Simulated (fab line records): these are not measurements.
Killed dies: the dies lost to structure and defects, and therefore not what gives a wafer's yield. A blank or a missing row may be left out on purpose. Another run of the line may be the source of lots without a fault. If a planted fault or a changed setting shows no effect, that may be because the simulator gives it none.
A lot that was struck, set against a sound lot || flow rit cmos || 15 out of 202 route steps
Sound: these wafers, L839.3, L839.5, L839.6. Struck: wafers L854.3, L854.4, L854.6. The cause comes at the end.
For every step that has rows: the tool of each side, followed by ch and its chambers, followed by its first start. Under that, the readings that differ: sound wafers || struck wafers || difference of the means || sigmas: that difference in standard deviations of wafers without a fault.
alike: readings whose means differ by less than 2 such deviations, and words and numbers that are the same on both sides. not compared: withheld readings, readings that some wafer has no value for, bounds like >300 that may hide the same value, and numbers for which the record gives no deviation and whose values overlap.
The two part at a step that has a row with sigmas, a row that says differs or no value, or rows on one side only. Numbers that don't overlap but have no deviation are shown without sigmas and don't part them. A reading that every wafer of one side lacks parts them only if that side has two wafers or more.

first, 3 steps without rows for these wafers: RIT_SDANNEAL_CLEAN_00 (cleans in SC1, time 600 s); RIT_SDANNEAL_CLEAN_01 (cleans in dHF, time 30 s); RIT_SDANNEAL_CLEAN_02 (cleans in SC2, time 600 s).
RIT_SDANNEAL_RTA_03: time 5 s.
  sound on rtp anneal-01 ch 0, day 4 09:13; struck on rtp anneal-02 ch 0, day 7 13:56
  alike: anneal temp c max, chamber o2 ppm, wafer_temp_C_max
RIT_SDANNEAL_RS_MEAS_04: measurement is done with a four-point probe.
  sound on film metro-03 at day 4 09:17; struck on film metro-03 at day 7 14:01
{"reading": "PSD_RS (ohm/sq)", "sound": "115.8 115.9 116.5", "struck": "115.2 115.5 115.0", "difference": -0.8, "sigmas": -2}
RIT_SDANNEAL_RS_MEAS_05: measurement is done with a four-point probe.
  sound on film metro-03 at day 4 09:25; struck on film metro-03 at day 7 14:08
  alike: NSD_RS
RIT_SDANNEAL_RS_MEAS_06: measurement is done with a four-point probe.
  sound on film metro-03 at day 4 09:32; struck on film metro-03 at day 7 14:15
  alike: PLDD_RS
RIT_SDANNEAL_RS_MEAS_07: measurement is done with a four-point probe.
  sound on film metro-03 at day 4 09:39; struck on film metro-03 at day 7 14:22
  alike: NLDD_RS
then, 1 step without rows for these wafers: RIT_SILICIDE_WET_ETCH_00 (etches SiO2 in BOE, target depth 14 nm, time 15 s).
RIT_SILICIDE_SPUTTER_01: material Ti, target thk 30 nm, time 240 s.
  sound on pvd sputter-02 at day 4 09:44; struck on pvd sputter-04 at day 7 14:28
{"reading": "throttle valve pct (%)", "sound": "31.3 31.0 30.9", "struck": "27.8 30.2 27.7", "difference": -2.5, "sigmas": -2}
RIT_SILICIDE_RS_MEAS_02: measurement is done with a four-point probe.
  sound on film metro-02 at day 4 09:56; struck on film metro-02 at day 7 14:40
  alike: SILICIDE_TI_RS
RIT_SILICIDE_THK_MEAS_03: measures by xrf.
  sound on film metro-02 at day 4 10:02; struck on film metro-02 at day 7 14:46
  alike: SILICIDE_TI_THK
RIT_SILICIDE_RTA_04: time 10 s, ramp up 5 s, ramp down 5 s.
  sound on rtp anneal-02 ch 0, day 4 10:05; struck on rtp anneal-01 ch 0, day 7 14:50
{"reading": "chamber o2 ppm", "sound": "1.965 1.959 1.999", "struck": "1502.0 1502.0 1502.0", "difference": "+1500.0", "sigmas": "+99 or more"}
  alike: anneal temp c max, wafer_temp_C_max
then, 1 step without rows for these wafers: RIT_SILICIDE_WET_ETCH_05 (etches Ti in SPM, time 120 s).
RIT_M1_PROBE_99:
  sound on prober-01 at day 4 16:35; struck on prober-02 at day 7 22:02
{"reading": "killed at contacts", "sound": "0 0 0", "struck": "0 2 0", "difference": "+1", "sigmas": "+2"}
{"reading": "model.etest.npoly line.line ohm um", "sound": "168.6 171.8 166.5", "struck": "1493 1539 1523", "difference": "+1349", "sigmas": ""}
{"reading": "model.etest.ppoly line.line ohm um", "sound": "162.5 162.4 162.6", "struck": "1116 1095 1125", "difference": "+950", "sigmas": ""}
{"reading": "model.etest.npoly line.rs ohm sq", "sound": "17.09 17.2 17.13", "struck": "172.5 172.2 176.2", "difference": "+156.5", "sigmas": ""}
{"reading": "model.etest.ppoly line.rs ohm sq", "sound": "16.6 16.74 16.56", "struck": "131.6 127.8 132.3", "difference": "+113.9", "sigmas": ""}
{"reading": "model.etest.npoly sal.rs ohm sq", "sound": "4.362 4.378 4.37", "struck": "21.72 21.82 21.3", "difference": "+17.24", "sigmas": ""}
{"reading": "model.etest.pplus sal.rs ohm sq", "sound": "4.372 4.365 4.324", "struck": "20.83 21.05 20.58", "difference": "+16.47", "sigmas": ""}
{"reading": "model.etest.ppoly sal.rs ohm sq", "sound": "4.371 4.351 4.334", "struck": "20.69 20.91 20.77", "difference": "+16.44", "sigmas": ""}
{"reading": "model.etest.nplus sal.rs ohm sq", "sound": "4.282 4.353 4.338", "struck": "20.54 20.72 20.41", "difference": "+16.23", "sigmas": ""}
  alike: killed_at_M0_to_M3, killed at front end, killed dies, killed on rim, killed open, killed short

== WHERE THEY PART ==
Earliest at RIT_SDANNEAL_RS_MEAS_04; latest, in this record, at RIT_M1_PROBE_99.

WHY: what the simulator had put in
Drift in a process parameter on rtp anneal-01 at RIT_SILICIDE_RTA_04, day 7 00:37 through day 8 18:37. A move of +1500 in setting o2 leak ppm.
